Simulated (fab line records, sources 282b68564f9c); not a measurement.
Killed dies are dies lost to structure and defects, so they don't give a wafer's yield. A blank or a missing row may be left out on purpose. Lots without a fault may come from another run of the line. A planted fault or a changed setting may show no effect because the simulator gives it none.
fab line records | flow rit_cmos
record lots=14 wafers=42 last_day=7
route steps=202 shown PWELL@49 PRETRO@73 NLDD@113 PLDD@115 NSD@141 M1@202
lots that met no fault: from a run of the same line without faults
start_h: hours from the record's first day to the start of the lot's first wafer shown | wait_h: hours since the lot's step before | " the same as in the row above | L1.1+2: a row that stands for several wafers | - no value, or no start given | * or withheld: withheld | < > ~ a bound
route shown NAME@n: a module of which the file shows steps, and the number in the route of the first | usual: mean/standard deviation of fault-free wafers | same: alike in all rows | chamber/n: place in a boat | sites: the reading at each site | _std_site: their standard deviation | _edge_site: outer sites' mean less inner sites' | radius_mm: how far each site lies from the wafer's centre | mask NAME#n: copy n | behind: the tool/chamber that last shaped the wafer | hold: why the lot was held/for how many hours/how that ended | device: the transistor (n, p or np) that didn't switch | end of line: the same wafers' tests at the end of the route | a step without rows: its recipe alone | killed: dies lost to structure and defects at the first sort, not the wafer's yield | map: a wafer's dies, x killed, . not, _ none there
set.NAME: the setting as run; set.NAME@STEP: as run at that earlier step | model.NAME: the simulator's own value behind a step, which no gauge read
steps of the route over a sample of lots; a table a step, a row a wafer
services: from which hour (start_h, from the record's first day; less than 0 if before it) a tool's chamber was out of use, for how many hours, and why
## steps
# step RIT_PWELL_TW_MEAS_10
# usual PWELL_TW=962/9.6
# columns lot.wafer tool chamber start_h wait_h PWELL_TW
L814.3 film_metro-04 - 24.18 0.1 982
L814.5 " - " " 977
L814.6 " - " " 979
L815.1 film_metro-01 - 29.80 0.1 954
L815.2 " - " " 960
L815.6 " - " " 953
L816.1 film_metro-04 - 33.81 0.1 976
L816.2 " - " " 979
L816.3 " - " " 976
L817.1 film_metro-01 - 39.14 0.1 954
L817.4 " - " " 955
L817.5 " - " " 953
L822.1 film_metro-04 - 63.21 0.1 965
L822.2 " - " " 966
L822.4 " - " " 970
L827.2 film_metro-01 - 90.06 0.1 953
L827.3 " - " " 953
L827.5 " - " " 952
L828.1 film_metro-03 - 93.60 0.1 960
L828.2 " - " " 955
L828.3 " - " " 956
L830.2 film_metro-03 - 105.16 0.1 968
L830.4 " - " " 969
L830.6 " - " " 966
L831.2 film_metro-04 - 108.88 0.1 974
L831.4 " - " " 973
L831.6 " - " " 973
L832.1 film_metro-01 - 116.09 0.1 958
L832.4 " - " " 953
L832.5 " - " " 950
L833.4 film_metro-01 - 119.23 0.1 948
L833.5 " - " " 951
L833.6 " - " " 948
L834.2 film_metro-01 - 124.33 0.1 949
L834.4 " - " " 955
L834.6 " - " " 957
L835.1 film_metro-01 - 130.19 0.1 952
L835.5 " - " " 945
L835.6 " - " " 951
L837.2 film_metro-01 - 140.82 0.1 961
L837.4 " - " " 956
L837.5 " - " " 959
# step RIT_PRETRO_STRIP_09
# recipe chemistry=O2 time_s=180 resist=NOVOLAK platen_temp_c=withheld power_w=500 pressure_mtorr=4000 o2_flow_sccm=4000
# usual drypump_motor_current_A=5.82/0.26
# columns lot.wafer tool chamber start_h wait_h drypump_motor_current_A rf_hours_counter_h
L814.3 plasma_asher-02 0 32.98 0.1 5.69 -
L814.5 " 0 " " 5.69 -
L814.6 " 1 " " 5.76 -
L815.1 plasma_asher-04 1 38.73 0.1 5.76 43
L815.2 " 0 " " 6.02 43
L815.6 " 0 " " 6.04 -
L816.1 plasma_asher-04 1 42.92 0.1 5.76 43
L816.2 " 0 " " 6.03 43
L816.3 " 1 " " 5.75 -
L817.1 plasma_asher-03 1 48.13 0.1 4.86 22
L817.4 " 0 " " 6.36 -
L817.5 " 0 " " 6.35 -
L822.1 plasma_asher-02 1 72.74 0.1 5.75 42
L822.2 " 0 " " 5.73 42
L822.4 " 1 " " 5.78 -
L827.2 plasma_asher-04 0 98.43 0.1 6.07 49
L827.3 " 0 " " 6.05 -
L827.5 " 0 " " 6.06 -
L828.1 plasma_asher-04 0 102.64 0.1 6.03 49
L828.2 " 1 " " 5.76 49
L828.3 " 0 " " 6.04 -
L830.2 plasma_asher-04 0 115.08 0.1 6.01 51
L830.4 " 0 " " 6.04 -
L830.6 " 0 " " 6.05 -
L831.2 plasma_asher-04 0 119.35 0.1 6.04 52
L831.4 " 1 " " 5.74 -
L831.6 " 0 " " 6.05 -
L832.1 plasma_asher-04 1 125.37 0.1 5.76 53
L832.4 " 0 " " 6.01 -
L832.5 " 1 " " 5.79 -
L833.4 plasma_asher-04 0 127.50 0.1 6.00 -
L833.5 " 1 " " 5.74 -
L833.6 " 0 " " 6.03 -
L834.2 plasma_asher-02 1 133.26 0.1 5.78 2
L834.4 " 0 " " 5.70 -
L834.6 " 0 " " 5.69 -
L835.1 plasma_asher-04 1 139.33 0.1 5.78 55
L835.5 " 0 " " 6.03 -
L835.6 " 1 " " 5.75 -
L837.2 plasma_asher-02 0 150.24 0.1 5.70 4
L837.4 " 1 " " 5.78 -
L837.5 " 0 " " 5.72 -
# step RIT_NLDD_TW_MEAS_10
# usual NLDD_TW=2533/15
# columns lot.wafer tool chamber start_h wait_h NLDD_TW
L814.3 film_metro-03 - 44.65 0.1 2524
L814.5 " - " " 2529
L814.6 " - " " 2527
L815.1 film_metro-02 - 52.25 0.1 2528
L815.2 " - " " 2517
L815.6 " - " " 2513
L816.1 film_metro-04 - 54.95 0.1 2524
L816.2 " - " " 2532
L816.3 " - " " 2525
L817.1 film_metro-03 - 58.02 0.1 2520
L817.4 " - " " 2529
L817.5 " - " " 2523
L822.1 film_metro-03 - 88.01 0.1 2519
L822.2 " - " " 2507
L822.4 " - " " 2517
L827.2 film_metro-04 - 111.91 0.1 2553
L827.3 " - " " 2557
L827.5 " - " " 2560
L828.1 film_metro-04 - 112.51 0.1 2549
L828.2 " - " " 2548
L828.3 " - " " 2552
L830.2 film_metro-04 - 128.32 0.1 2562
L830.4 " - " " 2553
L830.6 " - " " 2556
L831.2 film_metro-04 - 133.30 0.1 2559
L831.4 " - " " 2566
L831.6 " - " " 2552
L832.1 film_metro-02 - 136.07 0.1 2546
L832.4 " - " " 2536
L832.5 " - " " 2538
L833.4 film_metro-03 - 137.77 0.1 2518
L833.5 " - " " 2531
L833.6 " - " " 2529
L834.2 film_metro-04 - 147.63 0.1 2539
L834.4 " - " " 2540
L834.6 " - " " 2536
L835.1 film_metro-02 - 152.76 0.1 2524
L835.5 " - " " 2536
L835.6 " - " " 2536
L837.2 film_metro-04 - 161.31 0.1 2528
L837.4 " - " " 2543
L837.5 " - " " 2537
# step RIT_PLDD_COAT_01
# recipe resist=NOVOLAK spin_rpm=3250 resist_thk_nm=1000
# usual chill_plate_temp_C=22.99/0.12 dispense_pressure_kPa=49.3/1.2 exhaust_pa=45.0/0.88 spin_speed_rpm=3249.7/2.1
# columns lot.wafer tool chamber start_h wait_h chill_plate_temp_C dispense_pressure_kPa exhaust_pa spin_speed_rpm
L814.3 litho_track-01 0 44.89 0.1 22.94 50.9 44.5 3250.0
L814.5 " 0 " " 22.93 50.8 45.7 3248.1
L814.6 " 0 " " 22.71 50.8 45.5 3250.2
L815.1 litho_track-03 0 52.46 0.1 23.13 48.5 45.9 3247.7
L815.2 " 0 " " 23.04 48.5 46.0 3247.9
L815.6 " 0 " " 23.06 48.5 46.4 3247.4
L816.1 litho_track-02 0 55.16 0.1 22.93 48.4 45.5 3249.4
L816.2 " 0 " " 23.01 48.4 45.5 3250.5
L816.3 " 0 " " 22.89 48.3 44.1 3247.6
L817.1 litho_track-02 0 58.23 0.1 23.03 48.4 45.8 3253.8
L817.4 " 0 " " 23.06 48.4 45.0 3251.6
L817.5 " 0 " " 23.10 48.4 45.6 3251.2
L822.1 litho_track-03 0 88.29 0.1 23.05 48.4 44.4 3246.4
L822.2 " 0 " " 23.04 48.3 44.7 3246.9
L822.4 " 0 " " 23.00 48.3 44.8 3251.4
L827.2 litho_track-03 - 112.14 0.1 - - - -
L827.3 " - " " - - - -
L827.5 " - " " - - - -
L828.1 litho_track-03 - 112.72 0.1 - - - -
L828.2 " - " " - - - -
L828.3 " - " " - - - -
L830.2 litho_track-03 0 128.55 0.1 22.72 48.4 44.0 3250.4
L830.4 " 0 " " 22.91 48.3 43.4 3252.8
L830.6 " 0 " " 22.93 48.3 45.5 3250.9
L831.2 litho_track-02 0 133.52 0.1 22.87 48.4 45.4 3250.2
L831.4 " 0 " " 22.82 48.4 44.9 3250.1
L831.6 " 0 " " 22.69 48.5 44.7 3250.6
L832.1 litho_track-03 0 136.28 0.1 23.03 48.3 44.8 3250.0
L832.4 " 0 " " 23.21 48.3 44.7 3245.3
L832.5 " 0 " " 23.10 48.4 45.2 3250.6
L833.4 litho_track-01 0 138.03 0.1 23.03 50.7 46.2 3250.2
L833.5 " 0 " " 23.04 50.7 45.4 3252.1
L833.6 " 0 " " 23.01 50.8 46.1 3251.8
L834.2 litho_track-03 0 147.86 0.1 22.89 48.4 45.4 3250.6
L834.4 " 0 " " 22.87 48.4 44.5 3253.2
L834.6 " 0 " " 22.87 48.3 44.9 3252.6
L835.1 litho_track-01 0 152.97 0.1 23.02 50.7 43.1 3252.3
L835.5 " 0 " " 23.06 50.7 45.9 3248.1
L835.6 " 0 " " 23.11 50.7 45.5 3247.7
L837.2 litho_track-01 0 161.54 0.1 22.94 50.7 45.5 3248.3
L837.4 " 0 " " 23.09 50.7 44.0 3247.9
L837.5 " 0 " " 23.10 50.7 45.0 3248.9
# step RIT_PLDD_OVL_MEAS_06
# usual PLDD_OVL=-0.2/1.2
# columns lot.wafer tool chamber start_h wait_h PLDD_OVL[nm]
L814.3 overlay-02 - 45.67 - 0.5
L814.5 " - " " -0.3
L814.6 " - " " 0.7
L815.1 overlay-02 - 53.25 - 0.0
L815.2 " - " " -0.9
L815.6 " - " " -1.4
L816.1 overlay-02 - 55.96 - 0.0
L816.2 " - " " 0.5
L816.3 " - " " -0.3
L817.1 overlay-01 - 58.98 - -1.0
L817.4 " - " " -0.7
L817.5 " - " " -0.4
L822.1 overlay-02 - 89.08 - -1.2
L822.2 " - " " -1.3
L822.4 " - " " -2.4
L827.2 overlay-01 - 112.82 - -
L827.3 " - " " -
L827.5 " - " " -
L828.1 overlay-01 - 113.42 - -
L828.2 " - " " -
L828.3 " - " " -
L830.2 overlay-01 - 129.35 - 0.6
L830.4 " - " " -1.3
L830.6 " - " " 0.2
L831.2 overlay-02 - 134.36 - -2.3
L831.4 " - " " 2.2
L831.6 " - " " 0.3
L832.1 overlay-01 - 136.98 - -0.4
L832.4 " - " " -2.2
L832.5 " - " " -1.3
L833.4 overlay-02 - 138.67 - 2.1
L833.5 " - " " 2.5
L833.6 " - " " 0.7
L834.2 overlay-02 - 148.54 - 1.1
L834.4 " - " " -1.3
L834.6 " - " " 0.0
L835.1 overlay-02 - 153.67 - 0.4
L835.5 " - " " -0.2
L835.6 " - " " 1.0
L837.2 overlay-02 - 162.34 - -0.8
L837.4 " - " " 0.7
L837.5 " - " " -1.4
# step RIT_NSD_TW_MEAS_10
# usual NSD_TW=3173/18
# columns lot.wafer tool chamber start_h wait_h hold NSD_TW
L814.3 film_metro-02 - 50.93 0.1 - 3187
L814.5 " - " " - 3152
L814.6 " - " " - 3164
L815.1 film_metro-04 - 57.79 0.1 - 3184
L815.2 " - " " - 3179
L815.6 " - " " - 3173
L816.1 film_metro-03 - 60.38 0.1 - 3181
L816.2 " - " " - 3184
L816.3 " - " " - 3168
L817.1 film_metro-02 - 63.40 0.1 - 3173
L817.4 " - " " - 3151
L817.5 " - " " - 3166
L822.1 film_metro-04 - 93.63 0.1 - 3183
L822.2 " - " " - 3192
L822.4 " - " " - 3187
L827.2 film_metro-03 - 117.25 0.1 await_dispo/0.2h/release 3338
L827.3 " - " " await_dispo/0.2h/release 3350
L827.5 " - " " await_dispo/0.2h/release 3330
L827.2 film_metro-03 - 117.48 0.2 - 3354
L827.3 " - " " - 3355
L827.5 " - " " - 3342
L828.1 film_metro-04 - 118.94 0.1 await_dispo/0.2h/release 3355
L828.2 " - " " await_dispo/0.2h/release 3362
L828.3 " - " " await_dispo/0.2h/release 3366
L828.1 film_metro-04 - 119.17 0.2 - 3364
L828.2 " - " " - 3369
L828.3 " - " " - 3359
L830.2 film_metro-02 - 134.75 0.1 - 3177
L830.4 " - " " - 3188
L830.6 " - " " - 3179
L831.2 film_metro-04 - 138.92 0.1 - 3190
L831.4 " - " " - 3210
L831.6 " - " " - 3201
L832.1 film_metro-04 - 141.41 0.1 - 3202
L832.4 " - " " - 3202
L832.5 " - " " - 3201
L833.4 film_metro-03 - 143.47 0.1 - 3160
L833.5 " - " " - 3161
L833.6 " - " " - 3155
L834.2 film_metro-02 - 153.82 0.1 - 3181
L834.4 " - " " - 3158
L834.6 " - " " - 3180
L835.1 film_metro-02 - 158.62 0.1 - 3171
L835.5 " - " " - 3181
L835.6 " - " " - 3191
L837.2 film_metro-03 - 166.97 0.1 - 3144
L837.4 " - " " - 3132
L837.5 " - " " - 3148
# step RIT_M1_PROBE_99
# usual killed_at_contacts=0.0/0.22 killed_at_front_end=7/3.3 killed_dies=7/3.3 killed_on_rim=1.9/1.4 killed_open=3.3/1.9 killed_short=3.6/2.1
# same gross_dies=264 killed_at_M0_to_M3=0 killed_at_M4_up=0 killed_at_back_side=0 killed_at_other=0
# columns lot.wafer tool chamber start_h wait_h hold killed_at_contacts killed_at_front_end killed_dies killed_on_rim killed_open killed_short
L814.3 prober-01 - 60.21 0.2 - 0 9 9 1 4 5
L814.5 prober-01 - 60.31 0.2 - 0 14 14 3 5 9
L814.6 prober-01 - 60.36 0.2 - 0 11 11 1 5 6
L815.1 prober-02 - 67.24 0.1 - 0 8 8 4 4 4
L815.2 prober-02 - 67.29 0.1 - 0 8 8 0 3 3
L815.6 prober-02 - 67.49 0.2 - 0 3 3 1 2 1
L816.1 prober-01 - 69.61 0.1 - 0 5 5 1 3 2
L816.2 prober-01 - 69.66 0.1 - 0 1 1 0 1 0
L816.3 prober-01 - 69.71 0.2 - 0 6 6 3 4 2
L817.1 prober-02 - 73.39 0.1 - 0 6 6 1 2 4
L817.4 prober-02 - 73.54 0.2 - 0 4 4 2 3 1
L817.5 prober-02 - 73.59 0.2 - 0 13 13 4 5 8
L822.1 prober-01 - 102.91 0.1 - 0 6 6 1 3 3
L822.2 prober-01 - 102.96 0.1 - 0 3 3 1 3 0
L822.4 prober-01 - 103.06 0.2 - 0 5 5 2 4 1
L827.2 prober-02 - 129.92 0.1 await_dispo/1.4h/scrap 0 264 264 70 2 4
L827.3 prober-02 - 129.97 0.2 await_dispo/1.4h/scrap 2 262 264 70 4 7
L827.5 prober-02 - 130.07 0.2 await_dispo/1.4h/scrap 0 264 264 70 4 6
L828.1 prober-01 - 131.91 0.1 await_dispo/7.2h/scrap 0 264 264 70 4 4
L828.2 prober-01 - 131.96 0.1 await_dispo/7.2h/scrap 0 264 264 70 2 4
L828.3 prober-01 - 132.01 0.2 await_dispo/7.2h/scrap 0 264 264 70 2 5
L830.2 prober-01 - 144.40 0.1 - 0 9 9 0 4 5
L830.4 prober-01 - 144.50 0.2 - 0 6 6 1 5 1
L830.6 prober-01 - 144.60 0.2 - 0 6 6 2 3 3
L831.2 prober-02 - 148.22 0.1 - 0 6 6 1 1 5
L831.4 prober-02 - 148.32 0.2 - 0 0 0 0 0 0
L831.6 prober-02 - 148.42 0.2 - 0 1 1 0 1 0
L832.1 prober-01 - 150.66 0.1 - 0 6 6 2 2 4
L832.4 prober-01 - 150.81 0.2 - 0 12 12 3 5 7
L832.5 prober-01 - 150.86 0.2 - 0 4 4 2 0 4
L833.4 prober-02 - 152.90 0.2 - 1 5 6 1 4 2
L833.5 prober-02 - 152.95 0.2 - 0 8 8 4 4 4
L833.6 prober-02 - 153.00 0.2 - 0 3 3 1 2 1
L834.2 prober-01 - 163.13 0.1 - 0 13 13 3 5 8
L834.4 prober-01 - 163.23 0.2 - 0 8 8 2 3 5
L834.6 prober-01 - 163.33 0.2 - 0 9 9 5 3 6
L835.1 prober-02 - 168.22 0.1 - 0 6 6 3 4 2
L835.5 prober-02 - 168.42 0.2 - 0 9 9 2 6 3
L835.6 prober-02 - 168.47 0.2 - 0 11 11 1 2 9
L837.2 prober-02 - 176.73 0.1 - 0 6 6 2 4 2
L837.4 prober-02 - 176.83 0.2 - 0 6 6 0 3 3
L837.5 prober-02 - 176.88 0.2 - 0 7 7 0 2 5
# killed by level:class
L814.3 GATE:geometric_particle:short=3 GATE:geometric_particle:open=2 FOX2:geometric_particle:open=1 SPACER:geometric_particle:short=1 SILICIDE:geometric_particle:open=1 SILICIDE:geometric_particle:short=1
L814.5 GATE:geometric_particle:short=6 GATE:geometric_particle:open=4 REOX:geometric_particle:short=3 FOX1:geometric_particle:open=1
L814.6 GATE:geometric_particle:open=4 SILICIDE:geometric_particle:short=3 GATE:geometric_particle:short=2 FOX1:geometric_particle:short=1 REOX:geometric_particle:open=1
L815.1 GATE:geometric_particle:short=3 GATE:geometric_particle:open=2 FOX1:geometric_particle:open=1 REOX:geometric_particle:short=1 SILICIDE:geometric_particle:open=1
L815.2 FOX1:geometric_particle:short=2 GATE:geometric_particle:open=2 PSD:coat_microbubble_printed=2 FOX1:geometric_particle:open=1 GATE:geometric_particle:short=1
L815.6 GATE:geometric_particle:short=1 GATE:geometric_particle:open=1 SILICIDE:geometric_particle:open=1
L816.1 FOX1:geometric_particle:open=1 FOX2:geometric_particle:short=1 GATE:geometric_particle:short=1 REOX:geometric_particle:open=1 SILICIDE:geometric_particle:open=1
L816.2 GATE:geometric_particle:open=1
L816.3 GATE:geometric_particle:open=3 FOX2:geometric_particle:open=1 FOX2:geometric_particle:short=1 GATE:geometric_particle:short=1
L817.1 SPACER:geometric_particle:short=2 FOX2:geometric_particle:short=1 GATE:geometric_particle:open=1 GATE:geometric_particle:short=1 SILICIDE:geometric_particle:open=1
L817.4 GATE:geometric_particle:open=1 GATE:geometric_particle:short=1 SPACER:geometric_particle:open=1 SILICIDE:geometric_particle:open=1
L817.5 GATE:geometric_particle:short=3 SILICIDE:geometric_particle:short=3 GATE:geometric_particle:open=2 FOX1:geometric_particle:open=1 FOX1:geometric_particle:short=1 SPACER:geometric_particle:short=1 SPACER:geometric_particle:open=1 SILICIDE:geometric_particle:open=1
L822.1 FOX1:geometric_particle:short=2 FOX1:geometric_particle:open=2 GATE:geometric_particle:short=1 REOX:geometric_particle:open=1
L822.2 GATE:geometric_particle:open=2 SILICIDE:geometric_particle:open=1
L822.4 GATE:geometric_particle:open=2 SILICIDE:geometric_particle:open=2 FOX1:geometric_particle:short=1
L827.2 PLDD:area_expose=258 GATE:geometric_particle:open=2 REOX:geometric_particle:short=2 FOX1:geometric_particle:short=1 GATE:geometric_particle:short=1
L827.3 PLDD:area_expose=253 FOX1:geometric_particle:short=2 CONTACT:geometric_particle:short=2 FOX1:geometric_particle:open=1 FOX2:geometric_particle:open=1 GATE:geometric_particle:open=1 GATE:geometric_particle:short=1 REOX:geometric_particle:short=1
L827.5 PLDD:area_expose=254 SILICIDE:geometric_particle:short=3 GATE:geometric_particle:short=2 SILICIDE:geometric_particle:open=2 GATE:geometric_particle:open=1 REOX:geometric_particle:open=1 SPACER:geometric_particle:short=1
L828.1 PLDD:area_expose=256 FOX1:geometric_particle:short=1 FOX1:geometric_particle:open=1 FOX2:geometric_particle:short=1 GATE:geometric_particle:open=1 REOX:geometric_particle:open=1 SPACER:geometric_particle:open=1 SPACER:geometric_particle:short=1
L828.2 PLDD:area_expose=258 SPACER:geometric_particle:short=3 GATE:geometric_particle:open=1 REOX:geometric_particle:short=1 SPACER:geometric_particle:open=1
L828.3 PLDD:area_expose=257 FOX1:geometric_particle:short=2 FOX2:geometric_particle:short=1 GATE:geometric_particle:open=1 GATE:geometric_particle:short=1 SILICIDE:geometric_particle:open=1 SILICIDE:geometric_particle:short=1
L830.2 GATE:geometric_particle:short=3 FOX1:geometric_particle:open=2 GATE:geometric_particle:open=2 REOX:geometric_particle:short=2
L830.4 GATE:geometric_particle:open=2 SPACER:geometric_particle:open=2 GATE:geometric_particle:short=1 SILICIDE:geometric_particle:open=1
L830.6 SPACER:geometric_particle:open=2 FOX1:geometric_particle:short=1 FOX2:geometric_particle:open=1 GATE:geometric_particle:short=1 SILICIDE:geometric_particle:short=1
L831.2 FOX1:geometric_particle:short=3 GATE:geometric_particle:short=1 REOX:geometric_particle:open=1 SPACER:geometric_particle:short=1
L831.6 GATE:geometric_particle:open=1
L832.1 REOX:geometric_particle:short=2 FOX1:geometric_particle:open=1 GATE:geometric_particle:open=1 GATE:geometric_particle:short=1 SPACER:geometric_particle:short=1
L832.4 REOX:geometric_particle:short=3 SPACER:geometric_particle:short=3 GATE:geometric_particle:open=2 FOX1:geometric_particle:open=1 FOX1:geometric_particle:short=1 REOX:geometric_particle:open=1 SPACER:geometric_particle:open=1
L832.5 GATE:geometric_particle:short=2 SILICIDE:geometric_particle:short=2
L833.4 GATE:geometric_particle:open=2 REOX:geometric_particle:open=2 REOX:geometric_particle:short=1 CONTACT:geometric_particle:short=1
L833.5 REOX:geometric_particle:short=3 REOX:geometric_particle:open=2 FOX2:geometric_particle:open=1 GATE:geometric_particle:open=1 GATE:geometric_particle:short=1
L833.6 GATE:geometric_particle:short=1 GATE:geometric_particle:open=1 REOX:geometric_particle:open=1
L834.2 FOX1:geometric_particle:open=3 FOX1:geometric_particle:short=3 GATE:geometric_particle:short=2 FOX2:geometric_particle:short=1 REOX:geometric_particle:open=1 SPACER:geometric_particle:short=1 SILICIDE:geometric_particle:open=1 SILICIDE:geometric_particle:short=1
L834.4 FOX1:geometric_particle:short=2 GATE:geometric_particle:short=2 REOX:geometric_particle:open=2 FOX1:geometric_particle:open=1 REOX:geometric_particle:short=1
L834.6 GATE:geometric_particle:short=4 FOX1:geometric_particle:open=2 FOX1:geometric_particle:short=1 GATE:geometric_particle:open=1 REOX:geometric_particle:short=1
L835.1 GATE:geometric_particle:open=4 FOX1:geometric_particle:short=1 GATE:geometric_particle:short=1
L835.5 GATE:geometric_particle:short=3 GATE:geometric_particle:open=2 FOX2:geometric_particle:open=1 REOX:geometric_particle:open=1 SPACER:geometric_particle:open=1 SILICIDE:geometric_particle:open=1
L835.6 GATE:geometric_particle:short=4 REOX:geometric_particle:short=3 SILICIDE:geometric_particle:short=2 GATE:geometric_particle:open=1 REOX:geometric_particle:open=1
L837.2 FOX1:geometric_particle:open=1 GATE:geometric_particle:short=1 GATE:geometric_particle:open=1 SPACER:geometric_particle:short=1 SPACER:geometric_particle:open=1 SILICIDE:geometric_particle:open=1
L837.4 GATE:geometric_particle:short=3 REOX:geometric_particle:open=2 FOX1:geometric_particle:open=1
L837.5 SPACER:geometric_particle:short=2 FOX2:geometric_particle:short=1 FOX2:geometric_particle:open=1 GATE:geometric_particle:short=1 REOX:geometric_particle:short=1 SPACER:geometric_particle:open=1
## services
# columns tool chamber start_h hours kind
plasma_asher-04 - 32.25 2.2 repair
plasma_asher-03 - 41.25 0.8 repair
plasma_asher-03 - 99.91 28.1 pm
plasma_asher-02 - 108.75 9.0 pm
plasma_asher-02 0 108.75 9.0 vent_cycle
plasma_asher-02 1 108.75 9.0 vent_cycle
plasma_asher-02 0 117.75 - clean
plasma_asher-02 1 117.75 - clean
plasma_asher-03 - 136.23 5.4 repair
## key
first_sign step=RIT_PLDD_COAT_01 reading=tool_record direction=missing
effect step=RIT_PLDD_OVL_MEAS_06 reading=PLDD_OVL direction=missing
effect step=RIT_NSD_TW_MEAS_10 reading=NSD_TW direction=up sigmas=10 usual=3173 struck=3350
effect step=RIT_M1_PROBE_99 reading=killed_at_front_end direction=up sigmas=79 usual=7 struck=264
more_kills_born_at RIT_PLDD_EXPOSE_03@iline_stepper-01=1536
met_at RIT_PLDD_COAT_01
struck_lots L827,L828
tester_left_out L827,L828
not_acting_at RIT_PWELL_TW_MEAS_10,RIT_PRETRO_STRIP_09,RIT_NLDD_TW_MEAS_10
onset_between 88.29 112.14
fault kind=skipped_step_whole tool=litho_track-03 chamber=- onset_h=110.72 steps=RIT_PLDD_COAT_01 scope=struck_lots_only
# tester_left_out: of these lots the tester's yield and bins aren't shown, on N5 and GAA mostly nor the transistor test; their killed dies are dies lost to structure and defects alone, not to doping, threshold or leakage, so they don't give the yield
